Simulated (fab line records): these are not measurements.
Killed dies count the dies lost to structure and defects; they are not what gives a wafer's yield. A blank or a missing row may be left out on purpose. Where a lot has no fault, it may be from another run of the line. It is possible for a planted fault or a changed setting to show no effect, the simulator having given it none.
Split-lot study ; flow berkeley cmos170 ; 23 wafers read across 5 lots, on a route 331 steps long

## SPLIT DETAILS
At UCB170_M3_METAL_ETCH_18 (etches Al in Cl2/BCl3, stops on SiO2, target depth 1170 nm, time 195 s), the setting icp w was moved away from the recipe's 600 W on 11 of the 23 wafers read, by +4.7% to +10.7%. This setting was run at the recipe's value on the other wafers.

## FROM THE SPLIT ON TO THE READING: in between, the file shows 1 step
- UCB170_M3_STRIP_19: strips in O2

## THE READING
cd nm, in nm, at UCB170_M3_CD_MEAS_90 (target cd 700 nm). Fault-free wafers of this fab line usually give 702.4 nm, standard deviation 2.8 nm.

wafer;tool, chamber at the split;icp w as run, W;against the recipe;cd nm, nm;against lot-mates on the recipe
L075.1;rie metal-03, 1;664.5;+10.7%;695.7;-7.4
L075.2;rie metal-03, 0;600;recipe;703.0;-
L075.3;rie metal-03, 0;600;recipe;703.3;-
L075.5;rie metal-03, 0;664.5;+10.7%;700.9;-2.2
L075.6;rie metal-03, 1;664.5;+10.7%;698.9;-4.2
L076.2;rie metal-02, 0;628.2;+4.7%;697.6;-2.4
L076.3;rie metal-02, 0;600;recipe;700.7;-
L076.4;rie metal-02, 1;628.2;+4.7%;694.8;-5.2
L076.5;rie metal-02, 1;628.2;+4.7%;697.4;-2.6
L076.6;rie metal-02, 0;600;recipe;699.4;-
L079.2;rie metal-02, 0;600;recipe;701.8;-
L079.3;rie metal-02, 1;656.3;+9.4%;692.7;-9.0
L079.4;rie metal-02, 0;600;recipe;701.2;-
L079.5;rie metal-02, 0;600;recipe;702.0;-
L079.6;rie metal-02, 1;656.3;+9.4%;695.8;-5.9
L083.1;rie metal-04, 0;600;recipe;704.1;-
L083.3;rie metal-04, 0;600;recipe;705.2;-
L083.5;rie metal-04, 1;600;recipe;702.3;-
L082.1;rie metal-03, 1;662.8;+10.5%;697.6;-7.8
L082.3;rie metal-03, 1;662.8;+10.5%;700.9;-4.5
L082.4;rie metal-03, 0;600;recipe;707.5;-
L082.5;rie metal-03, 1;600;recipe;703.3;-
L082.6;rie metal-03, 0;662.8;+10.5%;697.4;-8.0

THE FIT
A straight line over all 23 wafers: cd nm changes by -0.511 nm for each +1% of icp w; r = -0.68; the points scatter about the line by 2.7 nm.
The same after taking each lot's own level away (the mean of its wafers on the recipe; 23 wafers): -0.587 nm for each +1%; r = -0.86; scatter 1.7 nm.
According to that fit, moving icp w by its largest amount changes the reading by 6.3 nm.
The span of the lots' own levels, 700.05 to 705.40 nm, comes to 1.9 times the standard deviation stated above.
So the lot-to-lot level blurs the effect unless lot-mates are compared.
Check: for one of the wafers moved furthest among these (+10.7%), held out of the fit, the line's prediction against its lot-mates is -6.28 nm. Against them it came out at -7.45 nm.

## THE OTHER SPLITS THESE WAFERS WENT THROUGH
Note: prior to the reading, these wafers also went through further splits. Each is held against what the fit with the lots' levels taken away leaves over:
other split on the same wafers;wafers away from the commonest value;r with cd nm (lot level and that fit taken away)
UCB170_SILICIDE_SPUTTER_01 time s;7;-0.41
UCB170_M1_SPUTTER_00 power w;5;-0.07
UCB170_V2_CMP_02 leave above ref nm;11;+0.14
UCB170_V2_SOFTBAKE_08 time s;4;-0.21
UCB170_M3_SPUTTER_01 time s;5;-0.06

## THE WHOLE CHAIN: every reading that the file lists as answering this split, in the file's order
step;what it does;reading;change (the file's fit);r (the file's)
UCB170_M3_METAL_ETCH_18;etches Al in Cl2/BCl3, stops on SiO2, target depth 1170 nm, time 195 s;KrF_of_M3_COAT_10.thk nm (the simulator's own value, which no gauge read);-7.83 nm for each +1% of the setting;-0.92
UCB170_M3_METAL_ETCH_18;etches Al in Cl2/BCl3, stops on SiO2, target depth 1170 nm, time 195 s;M3.cd nm (the simulator's own value, which no gauge read);-0.621 nm for each +1% of the setting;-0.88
UCB170_M3_STRIP_19;strips in O2;oes product au;-0.0086 a.u. for each +1% of the setting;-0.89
UCB170_M3_CD_MEAS_90;target cd 700 nm;cd nm;-0.615 nm for each +1% of the setting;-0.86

## THE FILE'S OWN FIT
cd nm changes by -0.615 nm for each +1% of icp w, r = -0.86.
